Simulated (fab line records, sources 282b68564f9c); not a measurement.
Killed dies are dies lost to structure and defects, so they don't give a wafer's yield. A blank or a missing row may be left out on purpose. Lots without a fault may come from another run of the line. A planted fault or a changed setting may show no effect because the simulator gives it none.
Tool commonality check | flow rit_cmos | 15 lots, 45 wafers sampled

WHY IT WAS OPENED
At RIT_NLDD_TW_MEAS_10 the reading NLDD_TW is flagged on 3 of 15 lots. Wafers without a fault read 2466, standard deviation 27.
Rule: a lot is flagged when every wafer of it that has a number lies more than 4 standard deviations from that mean, or none has a number. The other lots count as sound.

lot  | measured    | on            | NLDD_TW, wafer by wafer | flag
L108 | day 2 19:58 | film_metro-01 | 2460 2465 2459          |
L109 | day 3 03:31 | film_metro-02 | 2460 2457 2467          |
L110 | day 3 08:21 | film_metro-01 | 2433 2438 2434          |
L111 | day 3 10:48 | film_metro-02 | 2462 2449 2454          |
L112 | day 3 18:48 | film_metro-01 | 2429 2437 2436          |
L113 | day 3 21:53 | film_metro-03 | 2486 2478 2486          |
L114 | day 4 06:02 | film_metro-02 | 2476 2474 2462          |
L115 | day 4 08:35 | film_metro-03 | 2496 2498 2497          |
L116 | day 4 16:04 | film_metro-02 | 2459 2470 2458          |
L117 | day 4 18:31 | film_metro-01 | 2450 2460 2452          |
L120 | day 5 11:23 | film_metro-01 | 2432 2459 2453          |
L122 | day 5 20:52 | film_metro-03 | 2483 2483 2475          |
L125 | day 6 12:07 | film_metro-02 | 2967 2961 2958          | FLAGGED
L127 | day 6 21:37 | film_metro-01 | 2854 2870 2873          | FLAGGED
L131 | day 7 14:58 | film_metro-03 | 2971 2938 2954          | FLAGGED
The numbers of the flagged lots are 2927 on average: +461 against the usual, or +17 standard deviations.

WHICH TOOL RAN EACH LOT
The record holds 1 process step before the reading, out of a route of 202 steps. In each cell: the tool, then ch and the chambers that the sampled wafers went through, then the start.
lot  | flag    | RIT_NLDD_IMPLANT_08
L108 |         | implanter-04 ch 0, day 2 19:39
L109 |         | implanter-04 ch 0, day 3 03:13
L110 |         | implanter-01 ch 0, day 3 08:02
L111 |         | implanter-04 ch 0, day 3 10:30
L112 |         | implanter-04 ch 0, day 3 18:30
L113 |         | implanter-01 ch 0, day 3 21:33
L114 |         | implanter-01 ch 0, day 4 05:43
L115 |         | implanter-02 ch 0, day 4 08:18
L116 |         | implanter-02 ch 0, day 4 15:46
L117 |         | implanter-04 ch 0, day 4 18:12
L120 |         | implanter-01 ch 0, day 5 11:05
L122 |         | implanter-01 ch 0, day 5 20:34
L125 | FLAGGED | implanter-01 ch 0, day 6 11:31
L127 | FLAGGED | implanter-01 ch 0, day 6 20:58
L131 | FLAGGED | implanter-01 ch 0, day 7 14:22
What these steps do:
- RIT_NLDD_IMPLANT_08
- RIT_NLDD_TW_MEAS_10

FLAGGED OVER TOTAL, TOOL BY TOOL (the gauges that took the reading come last)
step                | tool          | lots run | flagged | share of the flagged lots | sound lots run after its first flagged lot
RIT_NLDD_IMPLANT_08 | implanter-01  | 8        | 3       | all                       | 0
RIT_NLDD_IMPLANT_08 | implanter-02  | 2        | 0       | none                      | -
RIT_NLDD_IMPLANT_08 | implanter-04  | 5        | 0       | none                      | -
RIT_NLDD_TW_MEAS_10 | film_metro-01 | 6        | 1       | some                      | 0
RIT_NLDD_TW_MEAS_10 | film_metro-02 | 5        | 1       | some                      | 0
RIT_NLDD_TW_MEAS_10 | film_metro-03 | 4        | 1       | some                      | 0

WHAT THE TABLE ALLOWS
1 row of the table ran every flagged lot: implanter-01 at RIT_NLDD_IMPLANT_08.
- implanter-01 at RIT_NLDD_IMPLANT_08: 3 of its 8 lots flagged. Its last sound lot is L122 (day 5 20:34), its first flagged lot L125 (day 6 11:31): a fault that began between those two fits.
One tool is left: implanter-01 at RIT_NLDD_IMPLANT_08.

WHAT THE SIMULATOR HAD PUT IN
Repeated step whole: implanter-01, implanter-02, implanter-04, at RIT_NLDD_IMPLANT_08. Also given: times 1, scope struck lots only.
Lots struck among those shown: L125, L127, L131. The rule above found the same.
